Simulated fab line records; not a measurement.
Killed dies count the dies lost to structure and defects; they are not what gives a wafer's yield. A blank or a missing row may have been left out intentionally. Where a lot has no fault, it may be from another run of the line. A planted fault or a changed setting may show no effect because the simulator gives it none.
Split-lot experiment :: flow berkeleyCmos170 :: 23 wafers read across 5 lots, on a route 331 steps long

== SPLIT DETAILS ==
At UCB170_M3_METAL_ETCH_18 (etches Al in Cl2/BCl3, stops on SiO2, target depth 1170 nm, time 195 s), the setting timeS was moved away from the recipe's 195 s on 5 of the 23 wafers read, by -5.7% to +10.3%. This setting was run at the recipe's value on the other wafers.

The file shows no step between the split and the reading.

== THE READING ==
oesProductAu, in a.u., at UCB170_M3_STRIP_19 (strips in O2). Typical for fault-free wafers on this fab line: 0.543 a.u., with standard deviation 0.013 a.u.

wafer: L075.1
tool, chamber at the split: rieMetal-02, 1
timeS as run, s: 215.1
against the recipe: +10.3%
oesProductAu, a.u.: 0.447
against lot-mates on the recipe: -0.089

wafer: L075.2
tool, chamber at the split: rieMetal-02, 0
timeS as run, s: 195
against the recipe: recipe
oesProductAu, a.u.: 0.545
against lot-mates on the recipe: -

wafer: L075.4
tool, chamber at the split: rieMetal-02, 1
timeS as run, s: 215.1
against the recipe: +10.3%
oesProductAu, a.u.: 0.446
against lot-mates on the recipe: -0.090

wafer: L075.5
tool, chamber at the split: rieMetal-02, 0
timeS as run, s: 215.1
against the recipe: +10.3%
oesProductAu, a.u.: 0.473
against lot-mates on the recipe: -0.064

wafer: L075.6
tool, chamber at the split: rieMetal-02, 1
timeS as run, s: 195
against the recipe: recipe
oesProductAu, a.u.: 0.528
against lot-mates on the recipe: -

wafer: L074.2
tool, chamber at the split: rieMetal-01, 0
timeS as run, s: 195
against the recipe: recipe
oesProductAu, a.u.: 0.550
against lot-mates on the recipe: -

wafer: L074.3
tool, chamber at the split: rieMetal-01, 1
timeS as run, s: 183.9
against the recipe: -5.7%
oesProductAu, a.u.: 0.587
against lot-mates on the recipe: +0.046

wafer: L074.4
tool, chamber at the split: rieMetal-01, 0
timeS as run, s: 195
against the recipe: recipe
oesProductAu, a.u.: 0.536
against lot-mates on the recipe: -

wafer: L074.5
tool, chamber at the split: rieMetal-01, 0
timeS as run, s: 195
against the recipe: recipe
oesProductAu, a.u.: 0.536
against lot-mates on the recipe: -

wafer: L074.6
tool, chamber at the split: rieMetal-01, 1
timeS as run, s: 183.9
against the recipe: -5.7%
oesProductAu, a.u.: 0.590
against lot-mates on the recipe: +0.049

wafer: L077.1
tool, chamber at the split: rieMetal-04, 1
timeS as run, s: 195
against the recipe: recipe
oesProductAu, a.u.: 0.524
against lot-mates on the recipe: -

wafer: L077.3
tool, chamber at the split: rieMetal-04, 1
timeS as run, s: 195
against the recipe: recipe
oesProductAu, a.u.: 0.538
against lot-mates on the recipe: -

wafer: L077.4
tool, chamber at the split: rieMetal-04, 0
timeS as run, s: 195
against the recipe: recipe
oesProductAu, a.u.: 0.575
against lot-mates on the recipe: -

wafer: L077.5
tool, chamber at the split: rieMetal-04, 0
timeS as run, s: 195
against the recipe: recipe
oesProductAu, a.u.: 0.572
against lot-mates on the recipe: -

wafer: L077.6
tool, chamber at the split: rieMetal-04, 1
timeS as run, s: 195
against the recipe: recipe
oesProductAu, a.u.: 0.526
against lot-mates on the recipe: -

wafer: L076.1
tool, chamber at the split: rieMetal-02, 0
timeS as run, s: 195
against the recipe: recipe
oesProductAu, a.u.: 0.545
against lot-mates on the recipe: -

wafer: L076.2
tool, chamber at the split: rieMetal-02, 1
timeS as run, s: 195
against the recipe: recipe
oesProductAu, a.u.: 0.526
against lot-mates on the recipe: -

wafer: L076.3
tool, chamber at the split: rieMetal-02, 0
timeS as run, s: 195
against the recipe: recipe
oesProductAu, a.u.: 0.548
against lot-mates on the recipe: -

wafer: L076.4
tool, chamber at the split: rieMetal-02, 1
timeS as run, s: 195
against the recipe: recipe
oesProductAu, a.u.: 0.524
against lot-mates on the recipe: -

wafer: L076.5
tool, chamber at the split: rieMetal-02, 1
timeS as run, s: 195
against the recipe: recipe
oesProductAu, a.u.: 0.529
against lot-mates on the recipe: -

wafer: L080.1
tool, chamber at the split: rieMetal-02, 1
timeS as run, s: 195
against the recipe: recipe
oesProductAu, a.u.: 0.534
against lot-mates on the recipe: -

wafer: L080.2
tool, chamber at the split: rieMetal-02, 0
timeS as run, s: 195
against the recipe: recipe
oesProductAu, a.u.: 0.553
against lot-mates on the recipe: -

wafer: L080.6
tool, chamber at the split: rieMetal-02, 0
timeS as run, s: 195
against the recipe: recipe
oesProductAu, a.u.: 0.544
against lot-mates on the recipe: -

THE FIT
A straight line over all 23 wafers: oesProductAu changes by -0.00831 a.u. for each +1% of timeS; r = -0.92; the points scatter about the line by 0.014 a.u.
The same after taking each lot's own level away (the mean of its wafers on the recipe; 23 wafers): -0.00798 a.u. for each +1%; r = -0.93; scatter 0.014 a.u.
On that fit, the largest move of timeS shifts the reading by 0.082 a.u.
The span of the lots' own levels, 0.5344 to 0.5470 a.u., comes to 1.0 times the standard deviation stated above.
The two slopes agree, so the slope changes little with the lot-to-lot level.
Check: -0.0789 a.u. against its lot-mates is what the line predicts for one of the wafers moved furthest among these (+10.3%) when that wafer is left out of the fit. Against them it came out at -0.0895 a.u.

== FURTHER SPLITS ON THESE WAFERS ==
Before the reading, these wafers also passed through other splits. Each is held against what the fit with the lots' levels taken away leaves over:
other split on the same wafers: UCB170_M3_PEB_13 pebTempC
wafers away from the commonest value: 7
r with oesProductAu (lot level and that fit taken away): -0.06

== THE WHOLE CHAIN: every reading that the file lists as answering this split, in the file's order ==
step: UCB170_M3_METAL_ETCH_18
what it does: etches Al in Cl2/BCl3, stops on SiO2, target depth 1170 nm, time 195 s
reading: KrF_of_M3_COAT_10.thkNm (the simulator's own value, which no gauge read)
change (the file's fit): -7.81 nm for each +1% of the setting
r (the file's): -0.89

step: UCB170_M3_METAL_ETCH_18
what it does: etches Al in Cl2/BCl3, stops on SiO2, target depth 1170 nm, time 195 s
reading: SiO2_of_V2_CVD_00.thkNm (the simulator's own value, which no gauge read)
change (the file's fit): -0.792 nm for each +1% of the setting
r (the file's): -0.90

step: UCB170_M3_STRIP_19
what it does: strips in O2
reading: oesProductAu
change (the file's fit): -0.00803 a.u. for each +1% of the setting
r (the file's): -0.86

== THE FILE'S OWN FIT ==
oesProductAu changes by -0.00803 a.u. for each +1% of timeS, r = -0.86.
